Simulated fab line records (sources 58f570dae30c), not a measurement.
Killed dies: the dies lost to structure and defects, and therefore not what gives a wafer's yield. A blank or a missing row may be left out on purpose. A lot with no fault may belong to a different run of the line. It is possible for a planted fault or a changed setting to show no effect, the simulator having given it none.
Problem report, 8D (eight disciplines) form, completed by code | flow berkeley-cmos170 | the parts of the form that need people (team, actions taken, sign-off) are left out

1. THE PROBLEM
spin-speed-rpm at UCB170_PWELL_COAT_08 reads a mean of 1525.5 rpm on 6 wafers of 2 lots; wafers without a fault read 1499.9 rpm with a standard deviation of 0.89. Relative to the usual mean, that is a shift of +29 standard deviations.
The step: resist thk 900 nm.
First seen on wafer L709.2, day 5 03:46, on litho-track-03. At this step, 18 wafers from 6 lots have a number in the record. The rule behind "out" and "out of limits": a value lying over 4 standard deviations away from the usual mean. The other wafers with a number count as sound.

2. WHAT IT IS, WHAT IT ISN'T
question                    | is                     | is not
which readings at this step | spin-speed-rpm         | -
which lots                  | L709, L711             | L700, L701, L712, L715
which wafers of those lots  | all that have a number | -
read on which tools         | litho-track-03         | litho-track-01, litho-track-02
when                        | from day 5 03:46       | up to then (6 sound wafers); but 6 sound wafers of L712, L715 came after

3. THE SUSPECTS, EACH WITH WHAT RULES IT OUT
Counting: a tool stays on the suspect list if, at a process step up to the reading, it processed all lots that are out and no sound lot following the first of them.
- litho-track-03 at UCB170_PWELL_COAT_08 (resist thk 900 nm): kept. It ran every lot that is out, first L709 (day 5 03:46), and no sound lot after that. Its own spin-speed-rpm readings are out on those wafers.
After counting, what remains is litho-track-03 at UCB170_PWELL_COAT_08.

4. THE CAUSE (what the simulator had put in)
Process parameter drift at UCB170_PWELL_COAT_08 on litho-track-03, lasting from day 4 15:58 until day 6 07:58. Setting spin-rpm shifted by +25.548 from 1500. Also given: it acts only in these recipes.
Counting left only this tool.

5. THE EFFECT CHAIN, in route order
One row per reading whose mean, taken over the struck wafers that have a number, lies over 3 standard deviations from the usual. Scope: only readings with a usual standard deviation given in the record; hours: median across lots of the time from each lot's start at the first step in this table that gives one to its start at this step; sigmas: change in usual standard deviations.
hours | step                 | reading        | usual      | on struck wafers | change | sigmas
0     | UCB170_PWELL_COAT_08 | spin-speed-rpm | 1499.9 rpm | 1525.5           | +25.6  | +29
Here are the process steps it includes:
- UCB170_PWELL_COAT_08: resist thk 900 nm.
Later measuring or inspecting steps at which every struck wafer that the step has a row for has a number for every such reading, and none has moved that far: UCB170_PWELL_OVL_MEAS_13.

6. HOW IT WOULD HAVE BEEN CAUGHT EARLIER
In this record no reading fell out of limits until day 5 03:46, 12 hours after the fault had begun at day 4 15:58.
